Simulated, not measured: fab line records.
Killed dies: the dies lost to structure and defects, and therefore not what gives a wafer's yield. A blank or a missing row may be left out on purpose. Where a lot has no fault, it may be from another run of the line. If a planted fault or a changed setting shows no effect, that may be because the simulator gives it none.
Which tool is to blame?	flow berkeley cmos170	15 lots with 45 wafers sampled at 4 steps, on a route of 331 steps

## WHAT THE GAUGES SHOWED, per wafer
No reading from a measuring or inspecting step in the record can be judged against a usual standard deviation.

## TOOL THAT RAN EACH LOT (tool first, then ch and the chambers of the sampled wafers, then the start)
lot	UCB170_PLDD_STRIP_10	UCB170_NLDD_PEB_04	UCB170_NLDD_STRIP_10	UCB170_SPACER_ETCHBACK_03
L735	plasma asher-03 ch 0,1, day 7 16:20	litho track-04 ch 0, day 7 17:45	plasma asher-04 ch 0,1, day 7 18:29	rie diel-02 ch 0,3, day 8 02:08
L737	plasma asher-02 ch 0,1, day 7 17:07	litho track-04 ch 0, day 7 18:45	plasma asher-04 ch 0,1, day 7 19:29	rie diel-02 ch 0,1,3, day 8 02:13
L745	plasma asher-03 ch 0,1, day 10 18:03	litho track-02, day 10 19:07	plasma asher-01 ch 0,1, day 10 19:50	rie diel-01 ch 2,3, day 11 05:04
L747	plasma asher-04 ch 0,1, day 10 18:21	litho track-03, day 10 19:37	plasma asher-04 ch 0,1, day 10 20:19	rie diel-04 ch 0,1,3, day 11 05:04
L748	plasma asher-03 ch 0,1, day 10 18:36	litho track-02 ch 0, day 10 19:55	plasma asher-02 ch 0,1, day 10 20:36	rie diel-02 ch 0,1, day 11 05:06
L746	plasma asher-04 ch 0,1, day 10 18:48	litho track-02, day 10 20:07	plasma asher-01 ch 0,1, day 10 20:50	rie diel-01 ch 0,2,3, day 11 05:08
L750	plasma asher-02 ch 0,1, day 11 14:30	litho track-03 ch 0, day 11 16:22	plasma asher-04 ch 0,1, day 11 17:04	rie diel-02 ch 0,2,3, day 11 22:17
L751	plasma asher-04 ch 0,1, day 11 14:46	litho track-02 ch 0, day 11 16:23	plasma asher-01 ch 0,1, day 11 17:07	rie diel-01 ch 0,2,3, day 11 22:17
L749	plasma asher-02 ch 0,1, day 11 15:04	litho track-03 ch 0, day 11 16:37	plasma asher-04 ch 0,1, day 11 17:21	rie diel-04 ch 1,2,3, day 11 22:17
L752	plasma asher-04 ch 0, day 12 03:41	litho track-04 ch 0, day 12 04:56	plasma asher-04 ch 0,1, day 12 05:41	rie diel-02 ch 1,2,3, day 12 10:28
L753	plasma asher-04 ch 0,1, day 12 03:56	litho track-04 ch 0, day 12 05:17	plasma asher-02 ch 0,1, day 12 06:01	rie diel-04 ch 0,1, day 12 10:28
L754	plasma asher-03 ch 0,1, day 12 07:59	litho track-02 ch 0, day 12 09:49	plasma asher-02 ch 0,1, day 12 10:34	rie diel-04 ch 0,2,3, day 12 17:02
L755	plasma asher-03 ch 0,1, day 12 08:32	litho track-03 ch 0, day 12 11:02	plasma asher-04 ch 0,1, day 12 11:45	rie diel-01 ch 0,3, day 12 17:02
L757	plasma asher-02 ch 0,1, day 12 19:07	litho track-03 ch 0, day 12 20:30	plasma asher-04 ch 0,1, day 12 21:11	rie diel-01 ch 0,2,3, day 13 03:49
L756	plasma asher-03 ch 0,1, day 12 19:14	litho track-04 ch 0, day 12 20:36	plasma asher-02 ch 0,1, day 12 21:20	rie diel-02 ch 0,1,2, day 13 03:53
- UCB170_PLDD_STRIP_10: strips in O2.
- UCB170_NLDD_PEB_04
- UCB170_NLDD_STRIP_10: strips in O2.
- UCB170_SPACER_ETCHBACK_03: etches SiO2 in CHF3/CF4/Ar, stops on Si, target depth 376 nm, time 100 s.

## WHAT THE TOOLS THEMSELVES READ (means of the sampled wafers that have a number; where no wafer has one, the mark that the record gives instead)
UCB170_PLDD_STRIP_10. Usual: drypump motor current A 6.1 A, standard deviation 0.58; oes product au 0.735 a.u., standard deviation 0.0047; strip time to endpoint s 21.63 s, standard deviation 0.068.
lot	tool	drypump motor current A (A)	oes product au (a.u.)	strip time to endpoint s (s)	flag
L735	plasma asher-03	6.4	0.736	21.69	
L737	plasma asher-02	5.2	0.731	21.77	
L745	plasma asher-03	6.4	0.737	21.67	
L747	plasma asher-04	6.0	0.732	21.66	
L748	plasma asher-03	6.5	0.739	21.54	
L746	plasma asher-04	6.2	0.736	21.71	
L750	plasma asher-02	5.2	0.739	21.60	
L751	plasma asher-04	6.2	0.733	21.61	
L749	plasma asher-02	5.2	0.733	21.68	
L752	plasma asher-04	6.5	0.733	21.62	
L753	plasma asher-04	6.0	0.728	21.66	
L754	plasma asher-03	6.4	0.732	21.63	
L755	plasma asher-03	6.5	0.736	21.65	
L757	plasma asher-02	5.2	0.735	21.63	
L756	plasma asher-03	6.4	0.735	21.61	

UCB170_NLDD_PEB_04. Usual: chill plate temp C 23.01 C, standard deviation 0.11; exhaust pa 45.0 Pa, standard deviation 0.87; plate sensor t centre C 131.41 C, standard deviation 0.011; plate sensor t edge C 131.53 C, standard deviation 0.011.
lot	tool	chill plate temp C (C)	exhaust pa (Pa)	plate sensor t centre C (C)	plate sensor t edge C (C)	flag
L735	litho track-04	23.03	45.4	131.40	131.53	
L737	litho track-04	22.94	45.6	131.40	131.53	
L745	litho track-02	-	-	-	-	OFF
L747	litho track-03	-	-	-	-	OFF
L748	litho track-02	22.92	44.9	131.41	131.52	
L746	litho track-02	-	-	-	-	OFF
L750	litho track-03	23.11	45.6	131.40	131.54	
L751	litho track-02	23.00	46.7	131.40	131.53	
L749	litho track-03	22.96	44.8	131.41	131.52	
L752	litho track-04	22.90	45.8	131.41	131.54	
L753	litho track-04	22.89	44.7	131.41	131.53	
L754	litho track-02	22.99	43.7	131.42	131.54	
L755	litho track-03	23.08	44.1	131.41	131.52	
L757	litho track-03	22.99	45.5	131.41	131.54	
L756	litho track-04	22.97	46.0	131.41	131.54	

UCB170_NLDD_STRIP_10. Usual: drypump motor current A 5.7 A, standard deviation 0.61; oes product au 0.734 a.u., standard deviation 0.0042; strip time to endpoint s 21.61 s, standard deviation 0.064.
lot	tool	drypump motor current A (A)	oes product au (a.u.)	strip time to endpoint s (s)	flag
L735	plasma asher-04	6.3	0.734	21.53	
L737	plasma asher-04	6.2	0.738	21.61	
L745	plasma asher-01	5.3	0.734	21.58	
L747	plasma asher-04	6.0	0.733	21.61	
L748	plasma asher-02	5.2	0.735	21.63	
L746	plasma asher-01	5.8	0.735	21.60	
L750	plasma asher-04	6.0	0.738	21.65	
L751	plasma asher-01	5.4	0.737	21.71	
L749	plasma asher-04	6.3	0.735	21.60	
L752	plasma asher-04	6.2	0.734	21.60	
L753	plasma asher-02	5.0	0.736	21.54	
L754	plasma asher-02	5.0	0.734	21.62	
L755	plasma asher-04	6.0	0.732	21.60	
L757	plasma asher-04	6.0	0.737	21.62	
L756	plasma asher-02	5.2	0.736	21.67	

UCB170_SPACER_ETCHBACK_03. Usual: CHF3_flow_sccm 49.98 sccm, standard deviation 0.14; drypump motor current A 5.6 A, standard deviation 0.35; oes product au 0.900 a.u., standard deviation 0.013; throttle valve pct 6.44 %, standard deviation 0.14.
lot	tool	CHF3_flow_sccm (sccm)	drypump motor current A (A)	oes product au (a.u.)	throttle valve pct (%)	flag
L735	rie diel-02	49.86	5.4	0.903	6.50	
L737	rie diel-02	49.95	5.4	0.894	6.48	
L745	rie diel-01	50.13	5.9	0.911	6.33	
L747	rie diel-04	50.04	5.7	0.894	6.41	
L748	rie diel-02	50.00	5.4	0.908	6.45	
L746	rie diel-01	50.06	5.5	0.909	6.42	
L750	rie diel-02	49.98	5.4	0.914	6.46	
L751	rie diel-01	49.96	5.5	0.906	6.42	
L749	rie diel-04	50.01	5.8	0.900	6.52	
L752	rie diel-02	49.88	5.5	0.913	6.45	
L753	rie diel-04	50.06	5.9	0.891	6.32	
L754	rie diel-04	50.07	5.9	0.905	6.53	
L755	rie diel-01	50.15	5.4	0.895	6.56	
L757	rie diel-01	49.90	5.5	0.908	6.43	
L756	rie diel-02	50.07	5.4	0.894	6.41	

## THE ANSWER, worked out from the rows above alone
Rule: take the mean of a lot's wafers that have a number; if it is more than 3 standard deviations from the usual mean, the lot is off. A lot without any number at a reading at which 4 lots or more have one is off too. All remaining lots with rows at the step are treated as sound. The gauges are gone through in route order, then the tools' own readings, and for those a lot's mean is taken as printed above. The first step at which some lot is off is used, and at that step the reading that is off furthest; a lot without a number counts as furthest.
Off, at UCB170_NLDD_PEB_04 on chill plate temp C: L745, L747, L746. Without a number there: L745, L747, L746.
If a tool, at that step or one of the process steps before it, ran each lot that is off and ran no sound lot following the first of them, it fits. None of those tried fits.

## WHAT WAS PUT IN BY THE SIMULATOR
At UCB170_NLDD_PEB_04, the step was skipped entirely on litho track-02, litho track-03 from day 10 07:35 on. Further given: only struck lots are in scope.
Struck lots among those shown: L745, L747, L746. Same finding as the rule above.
